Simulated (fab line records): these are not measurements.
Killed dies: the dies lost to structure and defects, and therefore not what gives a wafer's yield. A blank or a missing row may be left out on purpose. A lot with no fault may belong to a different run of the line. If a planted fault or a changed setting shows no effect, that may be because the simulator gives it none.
Which tool was responsible?	flow rit cmos	14 lots, 42 wafers sampled, at 6 steps of a route of 202

== WHAT EACH GAUGE READ, for each wafer ==
RIT_NWELL_TW_MEAS_10.
lot	measured	on	NWELL_TW
L110	day 1 20:49	film metro-02	2154 2163 2162
L111	day 2 03:05	film metro-03	2138 2123 2138
L113	day 2 13:53	film metro-03	2138 2142 2141
L114	day 2 17:38	film metro-03	2138 2146 2152
L115	day 2 22:23	film metro-03	2144 2127 2161
L117	day 3 08:46	film metro-04	2180 2175 2181
L119	day 3 18:18	film metro-02	2150 2164 2149
L122	day 4 09:37	film metro-03	1014 1009 1013
L123	day 4 13:58	film metro-03	1023 1024 1013
L125	day 4 23:53	film metro-03	2129 2143 2131
L128	day 5 15:49	film metro-02	2147 2159 2153
L131	day 6 06:03	film metro-02	2167 2169 2158
L132	day 6 11:47	film metro-04	2144 2159 2167
L133	day 6 15:56	film metro-04	2172 2163 2159

RIT_WELLDRIVE_RS_MEAS_01: measures by four-point-probe.
lot	measured	on	NWELL_RS (ohm/sq)
L110	day 2 03:32	film metro-02	275.8 274.8 275.2
L111	day 2 10:10	film metro-03	276.2 276.6 276.3
L113	day 2 20:43	film metro-02	275.8 275.2 275.0
L114	day 3 00:22	film metro-04	275.8 275.7 274.9
L115	day 3 05:20	film metro-03	274.3 273.3 274.4
L117	day 3 15:28	film metro-02	276.1 276.5 275.7
L119	day 4 01:24	film metro-02	276.7 276.6 276.6
L122	day 4 16:26	film metro-03	1434.9 1466.0 1435.9
L123	day 4 20:47	film metro-02	1384.4 1421.3 1463.5
L125	day 5 06:46	film metro-04	275.4 274.8 275.6
L128	day 5 23:01	film metro-03	275.2 275.1 275.5
L131	day 6 13:33	film metro-02	274.9 274.4 275.5
L132	day 6 18:37	film metro-03	274.8 275.8 275.4
L133	day 6 22:38	film metro-02	275.6 274.7 274.4

RIT_PRETRO_TW_MEAS_10.
lot	measured	on	PRETRO_TW
L110	day 2 07:03	film metro-01	473 473 472
L111	day 2 13:25	film metro-03	475 475 474
L113	day 3 00:07	film metro-03	473 478 474
L114	day 3 03:46	film metro-02	479 480 481
L115	day 3 08:44	film metro-03	474 478 476
L117	day 3 19:00	film metro-01	474 472 472
L119	day 4 05:01	film metro-03	474 476 473
L122	day 4 20:17	film metro-01	478 475 475
L123	day 5 00:07	film metro-01	470 471 470
L125	day 5 10:02	film metro-01	474 473 472
L128	day 6 02:16	film metro-03	480 477 481
L131	day 6 16:57	film metro-03	480 478 478
L132	day 6 21:53	film metro-03	481 479 479
L133	day 7 02:03	film metro-03	479 481 480

RIT_NLDD_OVL_MEAS_06.
lot	measured	on	NLDD_OVL (nm)
L110	day 2 16:50	overlay-02	0.8 0.9 1.0
L111	day 2 23:16	overlay-01	-0.7 -0.5 0.8
L113	day 3 09:19	overlay-01	2.9 1.8 1.9
L114	day 3 13:55	overlay-02	1.2 2.0 0.6
L115	day 3 17:50	overlay-01	-1.2 -0.4 0.4
L117	day 4 04:35	overlay-02	-0.7 1.6 1.0
L119	day 4 14:16	overlay-02	2.0 2.2 2.7
L122	day 5 05:37	overlay-01	2.2 1.8 1.6
L123	day 5 10:38	overlay-01	0.4 2.0 2.2
L125	day 5 20:52	overlay-02	0.7 2.2 0.7
L128	day 6 11:31	overlay-02	1.7 0.7 2.6
L131	day 7 02:07	overlay-02	0.3 -0.2 0.2
L132	day 7 07:14	overlay-02	0.5 3.0 2.2
L133	day 7 11:38	overlay-02	2.5 -0.1 0.1

== TOOL THAT RAN EACH LOT (tool first, then ch and the chambers of the sampled wafers, then the start) ==
lot	RIT_NWELL_IMPLANT_08	RIT_NWELL_STRIP_09
L110	implanter-04 ch 0, day 1 20:32	plasma asher-02 ch 0,1, day 1 20:41
L111	implanter-03 ch 0, day 2 02:48	plasma asher-01 ch 0,1, day 2 02:56
L113	implanter-02 ch 0, day 2 13:35	plasma asher-02 ch 0,1, day 2 13:45
L114	implanter-02 ch 0, day 2 17:19	plasma asher-01 ch 0,1, day 2 17:28
L115	implanter-04 ch 0, day 2 22:04	plasma asher-02 ch 0,1, day 2 22:11
L117	implanter-03 ch 0, day 3 08:28	plasma asher-03 ch 1, day 3 08:35
L119	implanter-03 ch 0, day 3 17:58	plasma asher-02 ch 0,1, day 3 18:07
L122	implanter-04 ch 0, day 4 09:18	plasma asher-03 ch 0,1, day 4 09:26
L123	implanter-04 ch 0, day 4 13:39	plasma asher-02 ch 0,1, day 4 13:46
L125	implanter-02 ch 0, day 4 23:34	plasma asher-03 ch 0,1, day 4 23:42
L128	implanter-02 ch 0, day 5 15:31	plasma asher-02 ch 0,1, day 5 15:41
L131	implanter-03 ch 0, day 6 05:44	plasma asher-01 ch 0, day 6 05:52
L132	implanter-03 ch 0, day 6 11:27	plasma asher-03 ch 0,1, day 6 11:36
L133	implanter-03 ch 0, day 6 15:37	plasma asher-03 ch 0,1, day 6 15:46
- RIT_NWELL_IMPLANT_08
- RIT_NWELL_STRIP_09: strips in O2, time 180 s.

== AS READ BY THE TOOLS THEMSELVES (means over the sampled wafers that have a number; for cases with no such wafer, the mark the record gives instead) ==
RIT_NWELL_IMPLANT_08.
lot	tool	dose ions cm2	faraday current uA	tilt deg (degrees)
L110	implanter-04	5e+13	161	7.002
L111	implanter-03	5e+13	160	7.017
L113	implanter-02	5e+13	159	6.989
L114	implanter-02	5e+13	163	7.005
L115	implanter-04	5e+13	160	7.014
L117	implanter-03	5e+13	160	6.990
L119	implanter-03	5e+13	158	6.968
L122	implanter-04	5e+12	16	6.998
L123	implanter-04	5e+12	16	7.006
L125	implanter-02	5e+13	157	6.999
L128	implanter-02	5e+13	157	6.984
L131	implanter-03	5e+13	160	7.016
L132	implanter-03	5e+13	159	7.008
L133	implanter-03	5e+13	159	6.998

RIT_NWELL_STRIP_09.
lot	tool	drypump motor current A (A)
L110	plasma asher-02	6.2
L111	plasma asher-01	5.3
L113	plasma asher-02	6.2
L114	plasma asher-01	5.3
L115	plasma asher-02	5.7
L117	plasma asher-03	5.6
L119	plasma asher-02	6.1
L122	plasma asher-03	5.6
L123	plasma asher-02	6.2
L125	plasma asher-03	5.6
L128	plasma asher-02	6.1
L131	plasma asher-01	5.2
L132	plasma asher-03	5.6
L133	plasma asher-03	5.6

== THE ANSWER, worked out from the rows above alone ==
Rule: the lots themselves supply what counts as usual. The widest of any qualifying gaps counts: lots, ordered by their means at a reading, are off when they make up no more than a third of the lots, leave a main group of 4 or more, and stand apart from it by 3 or more times the standard deviation of that group's means. A main group whose means are all the same, to the digits that the tables above print for the reading, isn't used. Also off: a lot with no number at a reading for which 4 or more lots have one. Where the step has rows for the other lots, those lots are counted as sound. First the gauges in route order, then the tools' own readings, where a lot's mean is used as printed above. The first step at which some lot is off is used, and at that step the reading that is off furthest; a lot without a number counts as furthest.
Off: L122, L123, at RIT_NWELL_TW_MEAS_10 (NWELL_TW). Mean 2152 and standard deviation 13 in the main group.
If a tool, at a process step before that reading, ran all the lots that are off and no sound lot after the first of them, it fits. Not tried: the gauges at RIT_NWELL_TW_MEAS_10; whatever is off there is also off at RIT_NWELL_IMPLANT_08, on other tools, and gauge error can't account for it. One candidate fits, namely implanter-04 at RIT_NWELL_IMPLANT_08. A fault onset in the window from L115 (day 2 22:04, its last sound lot) to L122 (day 4 09:18, its first lot off) fits.
The tool's own readings at RIT_NWELL_IMPLANT_08 bear it out: on the lots that are off they differ by more than 5 times the standard deviation of the sound lots' means. dose ions cm2 reads 5e+12 there against 5e+13 on the sound lots; faraday current uA reads 16 there against 159 on the sound lots.

== WHAT WAS PUT IN BY THE SIMULATOR ==
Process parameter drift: implanter-04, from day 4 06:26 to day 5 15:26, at RIT_NWELL_IMPLANT_08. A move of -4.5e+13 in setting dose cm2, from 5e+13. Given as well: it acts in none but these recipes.
Struck lots among those shown: L122, L123. Same finding as the rule above.
